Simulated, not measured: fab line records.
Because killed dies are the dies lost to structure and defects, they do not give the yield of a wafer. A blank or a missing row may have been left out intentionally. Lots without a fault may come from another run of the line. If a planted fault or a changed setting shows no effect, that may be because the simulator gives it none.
Which tool is to blame?	flow berkeley cmos170	Sampling: 13 lots, 39 wafers, 4 of 331 route steps

== WHAT EACH GAUGE READ, for each wafer ==
UCB170_NLDD_OVL_MEAS_07.
lot	measured	on	NLDD_OVL (nm)
L616	day 7 05:46	overlay-02	2 2 -7
L618	day 7 16:20	overlay-02	3 -5 9
L617	day 7 16:26	overlay-01	-1 -5 0
L619	day 8 07:13	overlay-02	6 7 14
L620	day 8 07:35	overlay-01	-2 -4 -6
L621	day 8 17:20	overlay-02	0 2 -1
L622	day 9 02:03	overlay-02	7 2 -5
L625	day 9 02:37	overlay-01	1 6 7
L627	day 9 18:18	overlay-01	0 -6 -2
L630	day 10 07:25	overlay-02	-1 -2 -7
L632	day 11 05:41	overlay-02	-12 2 0
L636	day 11 12:49	overlay-02	2 -2 4
L638	day 12 14:53	overlay-02	4 -4 0

UCB170_V2_THK_MEAS_04.
lot	measured	on	V2_POLISHED_THK (nm)
L616	day 8 11:10	film metro-03	1000.9 1002.7 1000.8
L618	day 9 00:55	film metro-01	1002.7 1002.4 1003.5
L617	day 9 00:22	film metro-01	998.4 999.7 998.7
L619	day 9 10:57	film metro-01	1002.0 1002.0 1002.8
L620	day 9 12:29	film metro-01	1000.0 1000.4 1000.5
L621	day 9 19:46	film metro-01	999.6 999.2 1000.7
L622	day 10 05:52	film metro-01	1001.6 1002.1 1002.7
L625	day 10 09:16	film metro-04	1000.2 998.6 999.1
L627	day 10 23:41	film metro-03	1339.5 1000.4 1000.1
L630	day 11 11:17	film metro-03	1000.0 1001.0 1001.9
L632	day 12 14:06	film metro-04	1001.4 1001.7 1000.2
L636	day 12 18:08	film metro-01	999.8 1000.6 1001.0
L638	day 13 20:31	film metro-03	1001.1 1000.2 999.8

== EACH LOT AND THE TOOL THAT RAN IT (in order: tool; ch and the chambers of the sampled wafers; start) ==
lot	UCB170_M2_STRIP_07	UCB170_V2_CMP_02
L616	plasma asher-04 ch 0,1, day 8 08:19	cmp-02 ch 0,1,3, day 8 10:47
L618	plasma asher-01 ch 1, day 8 22:29	cmp-02 ch 1,3, day 9 00:32
L617	plasma asher-04 ch 0,1, day 8 21:56	cmp-01 ch 0,3, day 8 23:57
L619	plasma asher-03 ch 0,1, day 9 08:33	cmp-02 ch 0,1, day 9 10:32
L620	plasma asher-01 ch 0,1, day 9 10:00	cmp-02 ch 1,3, day 9 12:04
L621	plasma asher-04 ch 0,1, day 9 17:11	cmp-01 ch 0,2,3, day 9 19:20
L622	plasma asher-01 ch 0, day 10 02:50	cmp-02 ch 1,2, day 10 05:29
L625	plasma asher-03 ch 0,1, day 10 05:23	cmp-01 ch 1,2,3, day 10 08:50
L627	plasma asher-03 ch 0,1, day 10 21:19	cmp-01 ch 1,2,3, day 10 23:16
L630	plasma asher-01 ch 0,1, day 11 08:56	cmp-02 ch 2,3, day 11 10:52
L632	plasma asher-03 ch 0,1, day 12 11:13	cmp-02 ch 0,1, day 12 13:41
L636	plasma asher-04 ch 0,1, day 12 14:54	cmp-02 ch 1,2,3, day 12 17:43
L638	plasma asher-03 ch 0,1, day 13 14:29	cmp-02 ch 0,1,3, day 13 20:05
- UCB170_M2_STRIP_07: strips in O2.
- UCB170_V2_CMP_02: polishes SiO2.

== AS READ BY THE TOOLS THEMSELVES (means over the sampled wafers that have a number; for cases with no such wafer, the mark the record gives instead) ==
UCB170_M2_STRIP_07.
lot	tool	drypump motor current A (A)	oes product au (a.u.)	strip time to endpoint s (s)
L616	plasma asher-04	5.59	0.733	22.00
L618	plasma asher-01	5.43	0.732	21.91
L617	plasma asher-04	5.59	0.738	21.92
L619	plasma asher-03	5.37	0.734	21.97
L620	plasma asher-01	5.43	0.734	21.91
L621	plasma asher-04	5.70	0.738	22.03
L622	plasma asher-01	5.40	0.739	22.00
L625	plasma asher-03	5.39	0.737	21.86
L627	plasma asher-03	5.45	0.737	22.03
L630	plasma asher-01	5.41	0.735	21.90
L632	plasma asher-03	5.40	0.736	21.95
L636	plasma asher-04	5.72	0.736	22.00
L638	plasma asher-03	5.39	0.737	21.98

UCB170_V2_CMP_02.
lot	tool	motor current A (A)	slurry filter dp kPa (kPa)
L616	cmp-02	17.0	13.54
L618	cmp-02	16.9	13.45
L617	cmp-01	17.3	13.47
L619	cmp-02	17.7	13.50
L620	cmp-02	16.7	13.36
L621	cmp-01	16.0	13.64
L622	cmp-02	17.6	13.65
L625	cmp-01	16.3	13.43
L627	cmp-01	16.2	13.54
L630	cmp-02	17.0	13.63
L632	cmp-02	17.6	13.47
L636	cmp-02	16.4	13.48
L638	cmp-02	16.9	13.51

== THE ANSWER, worked out from the rows above alone ==
Rule: the usual values come from the lots themselves. The widest of any qualifying gaps counts: lots, ordered by their means at a reading, are off when they make up no more than a third of the lots, leave a main group of 4 or more, and stand apart from it by 3 or more times the standard deviation of that group's means. Not used: any main group whose means are identical at the precision the tables above print for the reading. Also off: a lot with no number at a reading for which 4 or more lots have one. Any other lot the step has rows for is counted as sound. Order of review: gauges by route order, followed by the tools' own readings, for which a lot's mean as printed above is used. At the first step where some lot is off, the reading lying furthest off is the one used; lots without a number count as furthest.
Off: at UCB170_V2_THK_MEAS_04 (V2_POLISHED_THK), L627. The main group has a mean of 1000.8 nm with a standard deviation of 1.2.
A tool fits if, at a process step before that reading, it ran every lot that is off, and no sound lot after the first of them. The gauges at UCB170_V2_THK_MEAS_04 are tried like those tools. One fits: UCB170_V2_CMP_02 on cmp-01. A fault onset in the window from L625 (day 10 08:50, its last sound lot) to L627 (day 10 23:16, its first lot off) fits.

== WHAT THE SIMULATOR HAD PUT IN ==
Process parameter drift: cmp-01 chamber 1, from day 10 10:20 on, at UCB170_V2_CMP_02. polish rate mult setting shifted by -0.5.
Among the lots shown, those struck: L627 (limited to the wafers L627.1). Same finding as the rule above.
